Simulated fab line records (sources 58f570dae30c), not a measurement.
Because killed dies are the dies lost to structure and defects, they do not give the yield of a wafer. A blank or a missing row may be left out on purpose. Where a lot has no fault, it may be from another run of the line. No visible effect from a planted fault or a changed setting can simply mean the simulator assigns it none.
fab line records ; flow berkeley-cmos170
[record] lots = 5; wafers = 15; last-day = 11
route steps=331 shown PLDD@149 NLDD@158
lots that met no fault: from a run of the same line without faults
start-h: start of the lot's first displayed wafer, in hours after the record's first day ; wait-h: time in hours since the lot's previous step ; " same as the row above ; L1.1+2: a single row standing in for several wafers ; - value missing, or start not given ; * or withheld: withheld ; < > ~ a bound
route shown NAME@n: a module of which the file shows steps, and the number in the route of the first ; usual: the fault-free wafers' mean and standard deviation ; same: alike in all rows ; chamber/n: place in a boat ; sites: per-site readings ; _std_site: the values' standard deviation ; _edge_site: inner sites' mean taken away from outer sites' mean ; radius-mm: for every site, how far away it sits from the centre of the wafer ; mask NAME#n: copy n ; behind: the last tool/chamber to shape the wafer ; hold: why the lot was held/for how many hours/how that ended ; device: transistor that didn't switch, given as n, p or np ; end of line: tests of these same wafers at the route's end ; for a step that has no rows: nothing shown but its recipe ; killed: not the wafer's yield, but the dies lost to structure and defects at the first sort ; map: the dies of a wafer, with x for killed, . for not killed, _ for no die there
set.NAME: the run value of the setting; set.NAME@STEP: its run value at that earlier step ; model.NAME: the simulator's own value behind a step, which no gauge read
certain route steps with their lots: each step a table, each wafer a row
services: a tool's chamber out of use, with start hour (start-h, from the record's first day; less than 0 if before it), hours out, and reason
[[steps]]
[step UCB170_PLDD_PEB_04]
[recipe] peb-temp-c = 130; peb-time-s = withheld; resist = KrF
lot.wafer;tool;chamber;start-h;wait-h
L080.1+2+6;litho-track-02;0;163.50;0.1
L084.4+5+6;litho-track-03;0;185.61;0.6
L090.2+4+5;litho-track-03;0;210.07;0.9
L092.1+4+5;litho-track-03;0;-;-
L097.1+3+4;litho-track-03;0;239.48;0.3
[step UCB170_PLDD_DEVELOP_05]
[recipe] developer = TMAH; develop-time-s = 45; resist = KrF; dev-temp-c = 21
lot.wafer;tool;chamber;start-h;wait-h
L080.1+2+6;litho-track-02;0;-;-
L084.4+5+6;litho-track-03;0;-;-
L090.2+4+5;litho-track-03;0;-;-
L092.1+4+5;litho-track-03;0;-;-
L097.1+3+4;litho-track-03;0;-;-
[step UCB170_PLDD_CD_MEAS_06]
[recipe] target-cd-nm = 1200
[usual] cd-nm = 1199.5/1.5
lot.wafer;tool;chamber;start-h;wait-h;cd-nm
L080.1;cd-sem-01;-;163.78;-;1201.6
L080.2;cd-sem-01;-;163.78;-;1201.5
L080.6;cd-sem-01;-;163.78;-;1201.7
L084.4;cd-sem-02;-;186.04;-;1199.2
L084.5;cd-sem-02;-;186.04;-;1200.9
L084.6;cd-sem-02;-;186.04;-;1199.3
L090.2;cd-sem-01;-;210.34;-;1201.1
L090.4;cd-sem-01;-;210.34;-;1201.3
L090.5;cd-sem-01;-;210.34;-;1201.0
L092.1;cd-sem-02;-;211.04;-;1200.9
L092.4;cd-sem-02;-;211.04;-;1202.1
L092.5;cd-sem-02;-;211.04;-;1201.3
L097.1;cd-sem-01;-;239.76;-;1201.6
L097.3;cd-sem-01;-;239.76;-;1200.2
L097.4;cd-sem-01;-;239.76;-;1199.4
[step UCB170_PLDD_OVL_MEAS_07]
[usual] PLDD_OVL = 2/4.4
lot.wafer;tool;chamber;start-h;wait-h;PLDD_OVL[nm]
L080.1;overlay-01;-;163.90;0.1;7
L080.2;overlay-01;-;163.90;0.1;9
L080.6;overlay-01;-;163.90;0.1;1
L084.4;overlay-01;-;186.12;0.1;9
L084.5;overlay-01;-;186.12;0.1;8
L084.6;overlay-01;-;186.12;0.1;10
L090.2;overlay-01;-;210.44;0.1;-3
L090.4;overlay-01;-;210.44;0.1;-2
L090.5;overlay-01;-;210.44;0.1;-3
L092.1;overlay-02;-;211.16;0.1;2
L092.4;overlay-02;-;211.16;0.1;-3
L092.5;overlay-02;-;211.16;0.1;2
L097.1;overlay-01;-;239.88;0.1;5
L097.3;overlay-01;-;239.88;0.1;4
L097.4;overlay-01;-;239.88;0.1;2
[step UCB170_PLDD_IMPLANT_08]
[recipe] species = BF2; dose-cm2 = 5e+13; energy-kev = 10; tilt-deg = 7; rotation-deg = 0
[usual] beam-energy-keV = 9.9997/0.0029
lot.wafer;tool;chamber;start-h;wait-h;beam-energy-keV
L080.1;implanter-02;0;163.93;0.0;10.001
L080.2;implanter-02;0;163.93;0.0;9.9961
L080.6;implanter-02;0;163.93;0.0;9.9982
L084.4;implanter-03;0;186.21;0.1;10.003
L084.5;implanter-03;0;186.21;0.1;9.9966
L084.6;implanter-03;0;186.21;0.1;9.9986
L090.2;implanter-02;0;210.50;0.0;10.003
L090.4;implanter-02;0;210.50;0.0;10.002
L090.5;implanter-02;0;210.50;0.0;9.9986
L092.1;implanter-01;0;211.20;0.0;10.002
L092.4;implanter-01;0;211.20;0.0;10.002
L092.5;implanter-01;0;211.20;0.0;10.004
L097.1;implanter-01;0;239.91;0.0;9.9959
L097.3;implanter-01;0;239.91;0.0;9.9953
L097.4;implanter-01;0;239.91;0.0;9.9978
[step UCB170_PLDD_IMPLANT_09]
[recipe] species = BF2; dose-cm2 = 5e+13; energy-kev = 10; tilt-deg = 7; rotation-deg = 180
[usual] beam-energy-keV = 10.000/0.0027
lot.wafer;tool;chamber;start-h;wait-h;beam-energy-keV
L080.1;implanter-02;0;164.08;0.1;9.9960
L080.2;implanter-02;0;164.08;0.1;10.001
L080.6;implanter-02;0;164.08;0.1;10.004
L084.4;implanter-03;0;186.36;0.1;10.002
L084.5;implanter-03;0;186.36;0.1;10.000
L084.6;implanter-03;0;186.36;0.1;10.004
L090.2;implanter-02;0;210.65;0.1;9.9994
L090.4;implanter-02;0;210.65;0.1;9.9996
L090.5;implanter-02;0;210.65;0.1;10.001
L092.1;implanter-01;0;211.35;0.1;9.9986
L092.4;implanter-01;0;211.35;0.1;9.9949
L092.5;implanter-01;0;211.35;0.1;9.9966
L097.1;implanter-01;0;240.06;0.1;10.003
L097.3;implanter-01;0;240.06;0.1;10.000
L097.4;implanter-01;0;240.06;0.1;10.004
[step UCB170_PLDD_STRIP_10]
[recipe] chemistry = O2; power-w = 400; pressure-mtorr = 3500; platen-temp-c = withheld; o2-flow-sccm = 400; overash-fraction = 0.5
[usual] drypump-motor-current-A = 5.42/0.29; oes-product-au = 0.734/0.0047; strip-time-to-endpoint-s = 21.67/0.072
lot.wafer;tool;chamber;start-h;wait-h;drypump-motor-current-A;oes-product-au;rf-hours-counter-h;strip-time-to-endpoint-s
L080.1;plasma-asher-01;0;164.23;0.1;5.40;0.733;50;21.64
L080.2;plasma-asher-01;1;164.23;0.1;5.63;0.741;50;21.62
L080.6;plasma-asher-01;1;164.23;0.1;5.61;0.727;-;21.61
L084.4;plasma-asher-02;1;186.47;0.1;5.83;0.731;-;21.64
L084.5;plasma-asher-02;0;186.47;0.1;5.03;0.738;-;21.60
L084.6;plasma-asher-02;1;186.47;0.1;5.83;0.730;-;21.67
L090.2;plasma-asher-01;0;210.77;0.1;5.40;0.731;56;21.72
L090.4;plasma-asher-01;1;210.77;0.1;5.64;0.734;-;21.68
L090.5;plasma-asher-01;0;210.77;0.1;5.42;0.726;-;21.63
L092.1;plasma-asher-01;0;211.50;0.1;5.41;0.731;56;21.66
L092.4;plasma-asher-01;0;211.50;0.1;5.40;0.734;-;21.65
L092.5;plasma-asher-01;1;211.50;0.1;5.62;0.729;-;21.69
L097.1;plasma-asher-04;0;240.21;0.1;5.02;0.735;44;21.72
L097.3;plasma-asher-04;0;240.21;0.1;5.02;0.734;-;21.79
L097.4;plasma-asher-04;1;240.21;0.1;5.51;0.736;-;21.76
[step UCB170_PLDD_TW_MEAS_11]
[usual] PLDD_TW = 1010/8.1
lot.wafer;tool;chamber;start-h;wait-h;PLDD_TW
L080.1;film-metro-01;-;164.33;0.1;1024
L080.2;film-metro-01;-;164.33;0.1;1027
L080.6;film-metro-01;-;164.33;0.1;1023
L084.4;film-metro-04;-;186.57;0.1;1006
L084.5;film-metro-04;-;186.57;0.1;998
L084.6;film-metro-04;-;186.57;0.1;1008
L090.2;film-metro-01;-;210.88;0.1;1018
L090.4;film-metro-01;-;210.88;0.1;1014
L090.5;film-metro-01;-;210.88;0.1;1023
L092.1;film-metro-04;-;211.60;0.1;1015
L092.4;film-metro-04;-;211.60;0.1;1005
L092.5;film-metro-04;-;211.60;0.1;1015
L097.1;film-metro-01;-;240.31;0.1;1022
L097.3;film-metro-01;-;240.31;0.1;1021
L097.4;film-metro-01;-;240.31;0.1;1020
[step UCB170_PLDD_CLEAN_12]
[recipe] chemistry = SPM; temp-c = 120; time-s = 600
[usual] bath-heat-duty-pct = 13.8/1.5
lot.wafer;tool;chamber;start-h;wait-h;bath-heat-duty-pct
L080.1;wet-bench-02;3;164.39;0.1;16.3
L080.2;wet-bench-02;3;164.39;0.1;15.5
L080.6;wet-bench-02;3;164.39;0.1;15.3
L084.4;wet-bench-02;3;186.90;0.3;16.1
L084.5;wet-bench-02;3;186.90;0.3;14.4
L084.6;wet-bench-02;3;186.90;0.3;14.4
L090.2;wet-bench-04;3;210.93;0.0;10.0
L090.4;wet-bench-04;3;210.93;0.0;10.2
L090.5;wet-bench-04;3;210.93;0.0;10.1
L092.1;wet-bench-04;2;211.66;0.1;14.4
L092.4;wet-bench-04;2;211.66;0.1;15.2
L092.5;wet-bench-04;2;211.66;0.1;14.3
L097.1;wet-bench-02;0;240.37;0.1;13.6
L097.3;wet-bench-02;0;240.37;0.1;14.6
L097.4;wet-bench-02;0;240.37;0.1;12.9
[step UCB170_NLDD_HMDS_00]
[recipe] prime-time-s = 60; prime-temp-c = 100
lot.wafer;tool;chamber;start-h;wait-h
L080.1+2+6;litho-track-04;0;164.80;0.2
L084.4+5+6;litho-track-02;0;187.15;0.1
L090.2+4+5;litho-track-01;0;211.85;0.7
L092.1+4+5;litho-track-01;0;212.72;0.9
L097.1+3+4;litho-track-01;0;240.96;0.4
[step UCB170_NLDD_COAT_01]
[recipe] resist = KrF; spin-rpm = 1500; resist-thk-nm = 900
lot.wafer;tool;chamber;start-h;wait-h
L080.1+2+6;litho-track-04;0;164.95;0.1
L084.4+5+6;litho-track-02;0;187.30;0.1
L090.2+4+5;litho-track-01;0;212.00;0.1
L092.1+4+5;litho-track-01;0;212.87;0.1
L097.1+3+4;litho-track-01;0;241.11;0.1
[step UCB170_NLDD_SOFTBAKE_02]
[recipe] resist = KrF; temp-c = 130; time-s = 60
lot.wafer;tool;chamber;start-h;wait-h
L080.1+2+6;litho-track-04;0;165.10;0.1
L084.4+5+6;litho-track-02;0;187.45;0.1
L090.2+4+5;litho-track-01;0;212.15;0.1
L092.1+4+5;litho-track-01;0;213.02;0.1
L097.1+3+4;litho-track-01;0;241.26;0.1
[step UCB170_NLDD_EXPOSE_03]
[recipe] mask-id = NSELECT; na = 0.5; sigma-outer = 0.6; source-shape = conventional; target-cd-nm = 1200; dose-mj = 30
lot.wafer;tool;chamber;start-h;wait-h;mask
L080.1+2+6;krf-scanner-02;0;165.37;0.2;NSELECT#0
L084.4+5+6;krf-scanner-02;0;187.58;0.1;NSELECT#0
L090.2+4+5;krf-scanner-02;0;212.47;0.3;NSELECT#0
L092.1+4+5;krf-scanner-02;0;213.17;0.1;NSELECT#0
L097.1+3+4;krf-scanner-02;0;241.41;0.1;NSELECT#0
[step UCB170_NLDD_PEB_04]
[recipe] peb-temp-c = 130; peb-time-s = withheld; resist = KrF
lot.wafer;tool;chamber;start-h;wait-h
L080.1+2+6;litho-track-01;0;165.49;0.1
L084.4+5+6;litho-track-04;0;187.71;0.1
L090.2+4+5;litho-track-01;0;213.20;0.7
L092.1+4+5;litho-track-04;0;214.23;1.0
L097.1+3+4;litho-track-04;0;242.04;0.6
[step UCB170_NLDD_DEVELOP_05]
[recipe] developer = TMAH; develop-time-s = 45; resist = KrF; dev-temp-c = 21
lot.wafer;tool;chamber;start-h;wait-h
L080.1+2+6;litho-track-01;0;-;-
L084.4+5+6;litho-track-04;0;-;-
L090.2+4+5;litho-track-01;0;-;-
L092.1+4+5;litho-track-04;0;-;-
L097.1+3+4;litho-track-04;0;-;-
[step UCB170_NLDD_CD_MEAS_06]
[recipe] target-cd-nm = 1200
[usual] cd-nm = 1199.8/1.6
lot.wafer;tool;chamber;start-h;wait-h;cd-nm
L080.1;cd-sem-01;-;165.77;-;1201.6
L080.2;cd-sem-01;-;165.77;-;1200.7
L080.6;cd-sem-01;-;165.77;-;1201.3
L084.4;cd-sem-01;-;187.97;-;1199.5
L084.5;cd-sem-01;-;187.97;-;1198.3
L084.6;cd-sem-01;-;187.97;-;1198.6
L090.2;cd-sem-01;-;213.47;-;1200.6
L090.4;cd-sem-01;-;213.47;-;1201.3
L090.5;cd-sem-01;-;213.47;-;1200.0
L092.1;cd-sem-02;-;214.50;-;1200.1
L092.4;cd-sem-02;-;214.50;-;1199.7
L092.5;cd-sem-02;-;214.50;-;1199.5
L097.1;cd-sem-01;-;242.31;-;1201.2
L097.3;cd-sem-01;-;242.31;-;1199.5
L097.4;cd-sem-01;-;242.31;-;1200.8
[step UCB170_NLDD_OVL_MEAS_07]
[usual] NLDD_OVL = -2/5.5
lot.wafer;tool;chamber;start-h;wait-h;NLDD_OVL[nm]
L080.1;overlay-02;-;165.89;0.1;-10
L080.2;overlay-02;-;165.89;0.1;-2
L080.6;overlay-02;-;165.89;0.1;-2
L084.4;overlay-01;-;188.05;0.1;5
L084.5;overlay-01;-;188.05;0.1;-10
L084.6;overlay-01;-;188.05;0.1;5
L090.2;overlay-01;-;213.57;0.1;10
L090.4;overlay-01;-;213.57;0.1;5
L090.5;overlay-01;-;213.57;0.1;-4
L092.1;overlay-02;-;214.62;0.1;-1
L092.4;overlay-02;-;214.62;0.1;-4
L092.5;overlay-02;-;214.62;0.1;-4
L097.1;overlay-01;-;242.43;0.1;-4
L097.3;overlay-01;-;242.43;0.1;-4
L097.4;overlay-01;-;242.43;0.1;0
[step UCB170_NLDD_IMPLANT_08]
[recipe] species = As; dose-cm2 = 5e+13; energy-kev = 30; tilt-deg = 7; rotation-deg = 0
[usual] beam-energy-keV = 30.000/0.0089
lot.wafer;tool;chamber;start-h;wait-h;beam-energy-keV
L080.1;implanter-04;0;165.92;0.0;30.007
L080.2;implanter-04;0;165.92;0.0;29.990
L080.6;implanter-04;0;165.92;0.0;29.996
L084.4;implanter-03;0;188.14;0.1;30.012
L084.5;implanter-03;0;188.14;0.1;30.023
L084.6;implanter-03;0;188.14;0.1;30.010
L090.2;implanter-03;0;213.63;0.0;30.005
L090.4;implanter-03;0;213.63;0.0;30.009
L090.5;implanter-03;0;213.63;0.0;29.993
L092.1;implanter-04;0;214.66;0.0;29.989
L092.4;implanter-04;0;214.66;0.0;30.000
L092.5;implanter-04;0;214.66;0.0;30.007
L097.1;implanter-04;0;242.47;0.0;30.015
L097.3;implanter-04;0;242.47;0.0;30.009
L097.4;implanter-04;0;242.47;0.0;29.999
[step UCB170_NLDD_IMPLANT_09]
[recipe] species = As; dose-cm2 = 5e+13; energy-kev = 30; tilt-deg = 7; rotation-deg = 180
[usual] beam-energy-keV = 29.998/0.01
lot.wafer;tool;chamber;start-h;wait-h;beam-energy-keV
L080.1;implanter-04;0;166.07;0.1;30.001
L080.2;implanter-04;0;166.07;0.1;30.000
L080.6;implanter-04;0;166.07;0.1;29.989
L084.4;implanter-03;0;188.29;0.1;29.999
L084.5;implanter-03;0;188.29;0.1;29.998
L084.6;implanter-03;0;188.29;0.1;29.989
L090.2;implanter-03;0;213.78;0.1;30.013
L090.4;implanter-03;0;213.78;0.1;29.998
L090.5;implanter-03;0;213.78;0.1;30.020
L092.1;implanter-04;0;214.81;0.1;30.010
L092.4;implanter-04;0;214.81;0.1;30.004
L092.5;implanter-04;0;214.81;0.1;30.007
L097.1;implanter-04;0;242.62;0.1;29.986
L097.3;implanter-04;0;242.62;0.1;30.007
L097.4;implanter-04;0;242.62;0.1;30.009
[[services]]
tool;chamber;start-h;hours;kind
krf-scanner-02;-;152.90;0.2;repair
implanter-04;-;174.34;2.6;pm
implanter-02;-;177.48;1.1;repair
implanter-01;-;183.95;2.6;repair
plasma-asher-01;-;187.48;1.1;repair
krf-scanner-02;0;213.59;-;calibration
krf-scanner-02;-;222.08;1.0;pm
implanter-03;-;224.96;3.1;repair
[[key]]
fault none
